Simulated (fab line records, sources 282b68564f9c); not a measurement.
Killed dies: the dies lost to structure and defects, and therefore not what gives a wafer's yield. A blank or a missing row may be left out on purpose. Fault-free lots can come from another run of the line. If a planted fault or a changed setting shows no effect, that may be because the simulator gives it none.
fab line records / flow ritCmos
record lots=14 wafers=42 lastDay=19
route steps=202 shown NRETRO@54 M1@202
lots with no fault: from the same line, run without faults
startH: the number of hours between the record's first day and the start of the first shown wafer of the lot / waitH: hours from the lot's prior step to this one / " same as the row above / L1.1+2: a single row standing in for several wafers / - value missing, or start not given / * or withheld: withheld / < > ~ a bound
route shown NAME@n: a module of which the file shows steps, and the number in the route of the first / usual: average and standard deviation across the fault-free wafers / same: alike in all rows / chamber/n: place in a boat / sites: readings site by site / _std_site: the values' standard deviation / _edge_site: inner sites' mean taken away from outer sites' mean / radiusMm: how far each site lies from the wafer's centre / mask NAME#n: copy n / behind: the tool/chamber that last shaped the wafer / hold: reason for holding the lot/hours on hold/outcome of the hold / device: the n, p or np transistor that did not switch / end of line: the route-end tests of the same wafers / step lacking rows: just its recipe / killed: not the wafer's yield, but the dies lost to structure and defects at the first sort / map: a wafer's dies, marking killed ones x, the rest . and places with no die _
set.NAME: the run value of the setting; set.NAME@STEP: its run value at that earlier step / model.NAME: the simulator's own value behind a step, which no gauge read
a sample of lots followed through the steps of the route, with each step as a table and each wafer as a row
## steps
# step RIT_NRETRO_COAT_01
# recipe resist=NOVOLAK spinRpm=2000 resistThkNm=1300
# usual spinSpeedRpm=2000.0/1.2
lot.wafer=L806.1 tool=lithoTrack-04 chamber=0 startH=33.84 waitH=0.1 spinSpeedRpm=2000.5
lot.wafer=L806.3 tool=lithoTrack-04 chamber=0 startH=33.84 waitH=0.1 spinSpeedRpm=2000.5
lot.wafer=L806.4 tool=lithoTrack-04 chamber=0 startH=33.84 waitH=0.1 spinSpeedRpm=2001.6
lot.wafer=L807.2 tool=lithoTrack-02 chamber=0 startH=40.92 waitH=0.1 spinSpeedRpm=2000.1
lot.wafer=L807.4 tool=lithoTrack-02 chamber=0 startH=40.92 waitH=0.1 spinSpeedRpm=2000.6
lot.wafer=L807.6 tool=lithoTrack-02 chamber=0 startH=40.92 waitH=0.1 spinSpeedRpm=2000.3
lot.wafer=L808.1 tool=lithoTrack-04 chamber=0 startH=45.40 waitH=0.1 spinSpeedRpm=2000.1
lot.wafer=L808.2 tool=lithoTrack-04 chamber=0 startH=45.40 waitH=0.1 spinSpeedRpm=1999.3
lot.wafer=L808.6 tool=lithoTrack-04 chamber=0 startH=45.40 waitH=0.1 spinSpeedRpm=2001.2
lot.wafer=L809.1 tool=lithoTrack-03 chamber=0 startH=50.07 waitH=0.1 spinSpeedRpm=2000.2
lot.wafer=L809.2 tool=lithoTrack-03 chamber=0 startH=50.07 waitH=0.1 spinSpeedRpm=2000.5
lot.wafer=L809.5 tool=lithoTrack-03 chamber=0 startH=50.07 waitH=0.1 spinSpeedRpm=2001.1
lot.wafer=L810.1 tool=lithoTrack-04 chamber=0 startH=54.44 waitH=0.1 spinSpeedRpm=1999.9
lot.wafer=L810.4 tool=lithoTrack-04 chamber=0 startH=54.44 waitH=0.1 spinSpeedRpm=2002.3
lot.wafer=L810.5 tool=lithoTrack-04 chamber=0 startH=54.44 waitH=0.1 spinSpeedRpm=1999.0
lot.wafer=L811.1 tool=lithoTrack-02 chamber=0 startH=62.81 waitH=0.1 spinSpeedRpm=1999.6
lot.wafer=L811.2 tool=lithoTrack-02 chamber=0 startH=62.81 waitH=0.1 spinSpeedRpm=1999.3
lot.wafer=L811.4 tool=lithoTrack-02 chamber=0 startH=62.81 waitH=0.1 spinSpeedRpm=1997.7
lot.wafer=L814.1 tool=lithoTrack-02 chamber=0 startH=80.09 waitH=0.1 spinSpeedRpm=1998.5
lot.wafer=L814.2 tool=lithoTrack-02 chamber=0 startH=80.09 waitH=0.1 spinSpeedRpm=2000.0
lot.wafer=L814.4 tool=lithoTrack-02 chamber=0 startH=80.09 waitH=0.1 spinSpeedRpm=1999.2
lot.wafer=L815.3 tool=lithoTrack-02 chamber=0 startH=84.79 waitH=0.1 spinSpeedRpm=1998.7
lot.wafer=L815.4 tool=lithoTrack-02 chamber=0 startH=84.79 waitH=0.1 spinSpeedRpm=2000.3
lot.wafer=L815.5 tool=lithoTrack-02 chamber=0 startH=84.79 waitH=0.1 spinSpeedRpm=2000.4
lot.wafer=L818.1 tool=lithoTrack-03 chamber=0 startH=98.80 waitH=0.1 spinSpeedRpm=1999.4
lot.wafer=L818.4 tool=lithoTrack-03 chamber=0 startH=98.80 waitH=0.1 spinSpeedRpm=1999.5
lot.wafer=L818.6 tool=lithoTrack-03 chamber=0 startH=98.80 waitH=0.1 spinSpeedRpm=1999.5
lot.wafer=L819.2 tool=lithoTrack-03 chamber=0 startH=106.26 waitH=0.1 spinSpeedRpm=2005.3
lot.wafer=L819.4 tool=lithoTrack-03 chamber=0 startH=106.26 waitH=0.1 spinSpeedRpm=2002.6
lot.wafer=L819.5 tool=lithoTrack-03 chamber=0 startH=106.26 waitH=0.1 spinSpeedRpm=2000.0
lot.wafer=L825.4 tool=lithoTrack-04 chamber=0 startH=131.70 waitH=0.1 spinSpeedRpm=1660.5
lot.wafer=L825.5 tool=lithoTrack-04 chamber=0 startH=131.70 waitH=0.1 spinSpeedRpm=1659.9
lot.wafer=L825.6 tool=lithoTrack-04 chamber=0 startH=131.70 waitH=0.1 spinSpeedRpm=1660.5
lot.wafer=L826.2 tool=lithoTrack-04 chamber=0 startH=136.73 waitH=0.1 spinSpeedRpm=1659.0
lot.wafer=L826.3 tool=lithoTrack-04 chamber=0 startH=136.73 waitH=0.1 spinSpeedRpm=1658.6
lot.wafer=L826.6 tool=lithoTrack-04 chamber=0 startH=136.73 waitH=0.1 spinSpeedRpm=1659.6
lot.wafer=L828.2 tool=lithoTrack-03 chamber=0 startH=144.16 waitH=0.1 spinSpeedRpm=2000.4
lot.wafer=L828.5 tool=lithoTrack-03 chamber=0 startH=144.16 waitH=0.1 spinSpeedRpm=1998.9
lot.wafer=L828.6 tool=lithoTrack-03 chamber=0 startH=144.16 waitH=0.1 spinSpeedRpm=1998.1
lot.wafer=L827.2 tool=lithoTrack-03 chamber=0 startH=417.64 waitH=0.1 spinSpeedRpm=1999.9
lot.wafer=L827.4 tool=lithoTrack-03 chamber=0 startH=417.64 waitH=0.1 spinSpeedRpm=1998.6
lot.wafer=L827.5 tool=lithoTrack-03 chamber=0 startH=417.64 waitH=0.1 spinSpeedRpm=2000.0
# step RIT_M1_PROBE_99
# usual killedAtContacts=0.1/0.27 killedAtFrontEnd=6/3 killedDies=7/3 killedOpen=3.1/2 killedShort=3.4/2
# same grossDies=264 killed_at_M0_to_M3=0 killed_at_M4_up=0 killedAtBackSide=0 killedAtOther=0
lot.wafer=L811.1 tool=prober-01 chamber=- startH=93.30 waitH=0.1 killedAtContacts=0 killedAtFrontEnd=12 killedDies=12 killedOpen=4 killedShort=8
lot.wafer=L811.2 tool=prober-01 chamber=- startH=93.35 waitH=0.1 killedAtContacts=0 killedAtFrontEnd=3 killedDies=3 killedOpen=1 killedShort=2
lot.wafer=L811.4 tool=prober-01 chamber=- startH=93.45 waitH=0.2 killedAtContacts=0 killedAtFrontEnd=3 killedDies=3 killedOpen=2 killedShort=1
lot.wafer=L815.3 tool=prober-01 chamber=- startH=120.57 waitH=0.2 killedAtContacts=0 killedAtFrontEnd=6 killedDies=6 killedOpen=2 killedShort=4
lot.wafer=L815.4 tool=prober-01 chamber=- startH=120.62 waitH=0.2 killedAtContacts=0 killedAtFrontEnd=12 killedDies=12 killedOpen=4 killedShort=8
lot.wafer=L815.5 tool=prober-01 chamber=- startH=120.67 waitH=0.2 killedAtContacts=0 killedAtFrontEnd=7 killedDies=7 killedOpen=6 killedShort=1
# killed by level:class
L811.1 SPACER:geometricParticle:short=5 SPACER:geometricParticle:open=3 FOX1:geometricParticle:short=1 GATE:geometricParticle:short=1 REOX:geometricParticle:short=1 REOX:geometricParticle:open=1
L811.2 GATE:geometricParticle:short=2 GATE:geometricParticle:open=1
L811.4 REOX:geometricParticle:open=1 SPACER:geometricParticle:short=1 SILICIDE:geometricParticle:open=1
L815.3 GATE:geometricParticle:short=3 FOX1:geometricParticle:open=1 FOX1:geometricParticle:short=1 GATE:geometricParticle:open=1
L815.4 GATE:geometricParticle:short=5 SPACER:geometricParticle:short=3 GATE:geometricParticle:open=2 FOX1:geometricParticle:open=1 SPACER:geometricParticle:open=1
L815.5 GATE:geometricParticle:open=2 FOX1:geometricParticle:open=1 FOX2:geometricParticle:open=1 GATE:geometricParticle:short=1 REOX:geometricParticle:open=1 SILICIDE:geometricParticle:open=1
## key
firstSign step=RIT_NRETRO_COAT_01 reading=spinSpeedRpm direction=down sigmas=99+ usual=2000.0 struck=1659.7
effect none on later readings
metAt RIT_NRETRO_COAT_01
struckLots L825,L826
testerLeftOut L825,L826
onsetBetween 54.44 131.70
fault kind=processParameterDrift tool=lithoTrack-04 chamber=- onsetH=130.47 steps=RIT_NRETRO_COAT_01 channel=spinRpm offset=-339.92 shape=step endH=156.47 actsIn=theseRecipesOnly stated=2000
# testerLeftOut: of these lots the tester's yield and bins aren't shown, on N5 and GAA mostly nor the transistor test; their killed dies are dies lost to structure and defects alone, not to doping, threshold or leakage, so they don't give the yield
